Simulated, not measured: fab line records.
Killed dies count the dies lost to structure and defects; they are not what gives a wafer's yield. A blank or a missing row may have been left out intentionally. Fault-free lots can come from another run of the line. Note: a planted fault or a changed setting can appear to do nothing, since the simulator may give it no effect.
Which tool is to blame?	flow ritCmos	39 wafers from 13 lots sampled at 5 of the route's 202 steps

## WHAT THE GAUGES READ, wafer by wafer
RIT_PSD_OVL_MEAS_06. Usual: PSD_OVL -1.1 nm, standard deviation 1.5.
lot	measured	on	PSD_OVL (nm)	flag
L442	day 3 16:44	overlay-02	3.3 1.1 -0.2	
L443	day 3 18:33	overlay-01	0.5 -2.5 -3.3	
L444	day 3 23:30	overlay-02	-0.8 1.1 0.0	
L445	day 4 04:23	overlay-01	-2.1 -2.4 -1.7	
L446	day 4 08:08	overlay-01	-1.4 -2.0 1.3	
L447	day 4 12:50	overlay-01	1.1 2.3 -0.4	
L448	day 4 21:10	overlay-02	-1.3 -0.5 0.0	
L450	day 5 07:03	overlay-01	-1.7 -1.0 -1.9	
L452	day 5 15:03	overlay-01	-1.7 -1.1 -1.7	
L454	day 6 07:22	overlay-02	0.1 0.8 -0.3	
L455	day 6 14:11	overlay-02	-1.0 0.5 -3.2	
L460	day 7 13:58	overlay-01	-2.2 -2.1 -2.3	
L462	day 7 22:08	overlay-01	-2.7 -4.2 -3.3	

RIT_CONTACT_CD_MEAS_90 targets a cd of 1000 nm. Usual: cdNm reads 1000.4 nm (standard deviation 2.5).
lot	measured	on	cdNm (nm)	flag
L442	day 3 21:01	cdSem-02	999.0 998.5 998.6	
L443	day 3 22:27	cdSem-02	1000.3 999.4 1000.2	
L444	day 4 03:16	cdSem-02	1001.9 1000.8 1001.0	
L445	day 4 08:22	cdSem-01	1003.0 1001.2 1002.5	
L446	day 4 12:11	cdSem-02	1001.7 1004.9 1002.0	
L447	day 4 16:36	cdSem-01	1001.4 1001.0 1003.5	
L448	day 5 02:10	cdSem-02	999.1 997.4 1000.0	
L450	day 5 11:01	cdSem-01	996.7 998.4 998.2	
L452	day 5 18:55	cdSem-01	1001.5 1002.2 1001.2	
L454	day 6 11:16	cdSem-02	1000.4 999.8 999.8	
L455	day 6 17:57	cdSem-01	1001.5 1004.9 1002.7	
L460	day 7 17:50	cdSem-01	1004.2 1002.4 1002.8	
L462	day 8 02:07	cdSem-01	996.4 997.8 995.7	

RIT_M1_CD_MEAS_90 targets a cd of 2600 nm. Usual: cdNm reads 2599.5 nm (standard deviation 2.4).
lot	measured	on	cdNm (nm)	flag
L442	day 3 23:53	cdSem-01	2602.7 2594.7 2601.3	
L443	day 4 01:11	cdSem-01	2598.5 2595.7 2595.4	
L444	day 4 06:06	cdSem-02	2599.0 2598.6 2599.2	
L445	day 4 11:07	cdSem-02	2599.5 2594.2 2598.3	
L446	day 4 14:57	cdSem-02	2600.9 2597.2 2600.3	
L447	day 4 19:29	cdSem-01	2605.7 2604.9 2604.4	
L448	day 5 05:05	cdSem-01	2601.4 2600.5 2600.2	
L450	day 5 13:46	cdSem-01	2601.4 2601.1 2600.5	
L452	day 5 21:41	cdSem-02	2597.5 2599.1 2598.4	
L454	day 6 14:08	cdSem-01	2600.0 2601.4 2600.6	
L455	day 6 20:58	cdSem-01	2601.5 2596.8 2598.6	
L460	day 7 20:36	cdSem-01	2594.5 2599.3 2597.1	
L462	day 8 05:01	cdSem-01	2601.5 2601.1 2607.9	

## WHAT TOOL EACH LOT RAN ON (gives the tool, then ch and the chambers of the sampled wafers, and finally the start)
lot	RIT_SDANNEAL_RTA_03	RIT_M1_METAL_ETCH_12
L442	rtpAnneal-02 ch 0, day 3 18:11	rieMetal-01 ch 0,1, day 3 23:23
L443	rtpAnneal-01 ch 0, day 3 19:29	rieMetal-02 ch 0,1, day 4 00:41
L444	rtpAnneal-02 ch 0, day 4 00:26	rieMetal-04 ch 0, day 4 05:34
L445	rtpAnneal-01 ch 0, day 4 05:19	rieMetal-01 ch 0,1, day 4 10:37
L446	rtpAnneal-02 ch 0, day 4 09:05	rieMetal-02 ch 0,1, day 4 14:24
L447	rtpAnneal-01 ch 0, day 4 13:47	rieMetal-04 ch 0,1, day 4 18:50
L448	rtpAnneal-02 ch 0, day 4 22:28	rieMetal-01 ch 0,1, day 5 04:34
L450	rtpAnneal-02 ch 0, day 5 07:59	rieMetal-01 ch 0,1, day 5 13:15
L452	rtpAnneal-02 ch 0, day 5 15:59	rieMetal-01 ch 0,1, day 5 21:10
L454	rtpAnneal-02 ch 0, day 6 08:27	rieMetal-02 ch 0,1, day 6 13:37
L455	rtpAnneal-01 ch 0, day 6 15:08	rieMetal-01 ch 0,1, day 6 20:25
L460	rtpAnneal-02 ch 0, day 7 14:56	rieMetal-02 ch 0,1, day 7 20:05
L462	rtpAnneal-02 ch 0, day 7 23:07	rieMetal-04 ch 0,1, day 8 04:29
- RIT_SDANNEAL_RTA_03: time 5 s.
- RIT_M1_METAL_ETCH_12: etches Al in Cl2/BCl3, stops on SiO2, time 165 s, target depth 600 nm.

## WHAT THE TOOLS THEMSELVES READ (means of the sampled wafers that have a number; where no wafer has one, the mark that the record gives instead)
RIT_SDANNEAL_RTA_03. Usual: wafer_temp_C_max reads 1053.5 (standard deviation 1.2).
lot	tool	wafer_temp_C_max	flag
L442	rtpAnneal-02	1053.0	
L443	rtpAnneal-01	1053.3	
L444	rtpAnneal-02	1053.8	
L445	rtpAnneal-01	1052.6	
L446	rtpAnneal-02	1052.9	
L447	rtpAnneal-01	1055.9	
L448	rtpAnneal-02	1053.1	
L450	rtpAnneal-02	1054.0	
L452	rtpAnneal-02	1054.7	
L454	rtpAnneal-02	1054.7	
L455	rtpAnneal-01	1053.3	
L460	rtpAnneal-02	1053.3	
L462	rtpAnneal-02	1053.5	

RIT_M1_METAL_ETCH_12. Usual: drypumpMotorCurrentA 5.58 A, standard deviation 0.19; oesProductAu 0.784 a.u., standard deviation 0.011; runLengthS 192.8 s, standard deviation 0.34; throttleValvePct 8.26 %, standard deviation 0.071.
lot	tool	drypumpMotorCurrentA (A)	oesProductAu (a.u.)	runLengthS (s)	throttleValvePct (%)	flag
L442	rieMetal-01	5.53	0.766	192.6	8.21	
L443	rieMetal-02	5.60	0.794	192.8	8.28	
L444	rieMetal-04	5.32	0.789	192.5	8.28	
L445	rieMetal-01	5.52	0.768	193.0	8.20	
L446	rieMetal-02	5.62	0.797	192.7	8.28	
L447	rieMetal-04	5.70	0.785	192.4	8.25	
L448	rieMetal-01	5.52	0.774	192.8	8.20	
L450	rieMetal-01	5.55	0.771	192.7	8.21	
L452	rieMetal-01	5.61	0.778	192.9	8.28	
L454	rieMetal-02	5.51	0.785	193.0	8.27	
L455	rieMetal-01	5.61	0.782	193.1	8.29	
L460	rieMetal-02	5.50	0.788	193.0	8.27	
L462	rieMetal-04	5.69	0.858	178.9	8.22	OFF

## THE ANSWER, worked out from the rows above alone
Rule: a lot counts as off when the mean over its wafers that have a number is more than 3 standard deviations away from the usual mean. A lot without any number at a reading at which 4 lots or more have one is off too. The other lots that the step has rows for count as sound. First the gauges in route order, then the tools' own readings, where a lot's mean is used as printed above. The first step at which some lot is off is used, and at that step the reading that is off furthest; a lot without a number counts as furthest.
Off: L462 (RIT_M1_METAL_ETCH_12, runLengthS).
If a tool, at that step or one of the process steps before it, ran each lot that is off and ran no sound lot following the first of them, it fits. This does not decide it: 2 tools fit, namely rtpAnneal-02 at RIT_SDANNEAL_RTA_03 and rieMetal-04 at RIT_M1_METAL_ETCH_12.

## WHAT HAD BEEN PUT IN BY THE SIMULATOR
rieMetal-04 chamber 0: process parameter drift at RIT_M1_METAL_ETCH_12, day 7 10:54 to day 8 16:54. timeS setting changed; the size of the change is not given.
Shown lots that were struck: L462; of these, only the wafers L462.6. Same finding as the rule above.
